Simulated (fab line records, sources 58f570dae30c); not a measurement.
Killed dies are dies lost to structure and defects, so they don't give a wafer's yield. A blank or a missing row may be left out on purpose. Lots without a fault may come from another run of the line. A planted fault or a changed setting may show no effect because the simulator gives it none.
Split-lot experiment | flow berkeley_cmos170 | 5 lots, 27 wafers read, on a route of 331 steps

THE SPLIT
At UCB170_SILICIDE_SPUTTER_01 (material Ti, target thk 30 nm, time 25 s), the setting time_s was moved away from the recipe's 25 s on 12 of the 27 wafers read, by -42.4% to +53.7%. The other wafers ran this setting at the recipe's value.

FROM THE SPLIT TO THE READING: what the file shows between them, 1 step
- UCB170_SILICIDE_RS_MEAS_02: measures by four-point-probe

THE READING
SILICIDE_TI_THK, in nm, at UCB170_SILICIDE_THK_MEAS_03 (measures by xrf). Fault-free wafers of this fab line usually give 29.6 nm, standard deviation 0.48 nm.

wafer  | tool, chamber at the split | time_s as run, s | against the recipe | SILICIDE_TI_THK, nm | against lot-mates on the recipe
L076.1 | pvd_sputter-02, -          | 29.3             | +17.2%             | 35.5                | +5.6
L076.2 | pvd_sputter-02, -          | 29.3             | +17.2%             | 35.1                | +5.2
L076.3 | pvd_sputter-02, -          | 25               | recipe             | 30.0                | -
L076.4 | pvd_sputter-02, -          | 25               | recipe             | 29.7                | -
L076.5 | pvd_sputter-02, -          | 25               | recipe             | 30.1                | -
L076.6 | pvd_sputter-02, -          | 29.3             | +17.2%             | 34.9                | +5.0
L077.1 | pvd_sputter-04, -          | 14.41            | -42.4%             | 18.0                | -11.5
L077.2 | pvd_sputter-04, -          | 25               | recipe             | 29.4                | -
L077.3 | pvd_sputter-04, -          | 25               | recipe             | 29.8                | -
L077.4 | pvd_sputter-04, -          | 14.41            | -42.4%             | 17.6                | -11.9
L077.5 | pvd_sputter-04, -          | 25               | recipe             | 29.3                | -
L077.6 | pvd_sputter-04, -          | 14.41            | -42.4%             | 17.5                | -12.0
L078.1 | pvd_sputter-04, -          | 25               | recipe             | 29.7                | -
L078.2 | pvd_sputter-04, -          | 36.37            | +45.5%             | 43.6                | +14.0
L078.3 | pvd_sputter-04, -          | 25               | recipe             | 30.3                | -
L078.4 | pvd_sputter-04, -          | 36.37            | +45.5%             | 42.9                | +13.3
L078.5 | pvd_sputter-04, -          | 36.37            | +45.5%             | 43.7                | +14.1
L078.6 | pvd_sputter-04, -          | 25               | recipe             | 28.9                | -
L083.2 | pvd_sputter-01, -          | 25               | recipe             | 29.2                | -
L083.3 | pvd_sputter-01, -          | 25               | recipe             | 29.1                | -
L083.6 | pvd_sputter-01, -          | 25               | recipe             | 29.3                | -
L084.1 | pvd_sputter-04, -          | 38.43            | +53.7%             | 45.9                | +16.4
L084.2 | pvd_sputter-04, -          | 25               | recipe             | 29.7                | -
L084.3 | pvd_sputter-04, -          | 38.43            | +53.7%             | 45.0                | +15.5
L084.4 | pvd_sputter-04, -          | 25               | recipe             | 28.9                | -
L084.5 | pvd_sputter-04, -          | 38.43            | +53.7%             | 45.4                | +15.9
L084.6 | pvd_sputter-04, -          | 25               | recipe             | 29.9                | -

THE FIT
A straight line over all 27 wafers: SILICIDE_TI_THK changes by +0.293 nm for each +1% of time_s; r = +1.00; the points scatter about the line by 0.47 nm.
The same after taking each lot's own level away (the mean of its wafers on the recipe; 27 wafers): +0.292 nm for each +1%; r = +1.00; scatter 0.41 nm.
On that fit, the largest move of time_s shifts the reading by 16 nm.
The lots' own levels span 29.20 to 29.93 nm, that is 1.5 times the standard deviation above.
So the lot-to-lot level changes the slope little: the two slopes agree.
Check: with one of the wafers moved furthest among these (+53.7%) left out of the fit, the line predicts +15.8 nm for it against its lot-mates. It came out at +16.4 nm against them.

OTHER SPLITS ON THESE WAFERS
These wafers also went through other splits before the reading. Each is held against what the fit with the lots' levels taken away leaves over:
other split on the same wafers          | wafers away from the commonest value | r with SILICIDE_TI_THK (lot level and that fit taken away)
UCB170_ACTIVE_DEVELOP_12 develop_time_s | 6                                    | +0.11

THE WHOLE CHAIN: every reading that the file lists as answering this split, in the file's order
step                        | what it does                             | reading                                                                           | change (the file's fit)                                                              | r (the file's)
UCB170_SILICIDE_SPUTTER_01  | material Ti, target thk 30 nm, time 25 s | Ti_of_SILICIDE_SPUTTER_01.thk_nm (the simulator's own value, which no gauge read) | +0.298 nm for each +1% of the setting                                                | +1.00
UCB170_SILICIDE_RS_MEAS_02  | measures by four-point-probe             | SILICIDE_TI_RS                                                                    | not straight: 48.1 at the lowest setting, 26.1 at the recipe, 15.8 at the highest    | not given
UCB170_SILICIDE_THK_MEAS_03 | measures by xrf                          | SILICIDE_TI_THK                                                                   | +0.294 for each +1% of the setting                                                   | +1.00
UCB170_M3_PROBE_99          |                                          | etest.ppoly_line.line_ohm_um (the simulator's own value, which no gauge read)     | not straight: 27.94 at the lowest setting, 14.88 at the recipe, 11.99 at the highest | not given
UCB170_M3_PROBE_99          |                                          | etest.npoly_line.line_ohm_um (the simulator's own value, which no gauge read)     | not straight: 26.83 at the lowest setting, 14.59 at the recipe, 11.72 at the highest | not given
UCB170_M3_PROBE_99          |                                          | etest.ppoly_line.rs_ohm_sq (the simulator's own value, which no gauge read)       | not straight: 9.119 at the lowest setting, 4.779 at the recipe, 3.829 at the highest | not given
UCB170_M3_PROBE_99          |                                          | etest.npoly_line.rs_ohm_sq (the simulator's own value, which no gauge read)       | not straight: 8.868 at the lowest setting, 4.695 at the recipe, 3.766 at the highest | not given
UCB170_M3_PROBE_99          |                                          | etest.ppoly_sal.rs_ohm_sq (the simulator's own value, which no gauge read)        | not straight: 6.947 at the lowest setting, 4.079 at the recipe, 3.399 at the highest | not given

THE FILE'S OWN FIT
SILICIDE_TI_THK changes by +0.294 nm for each +1% of time_s, r = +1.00.
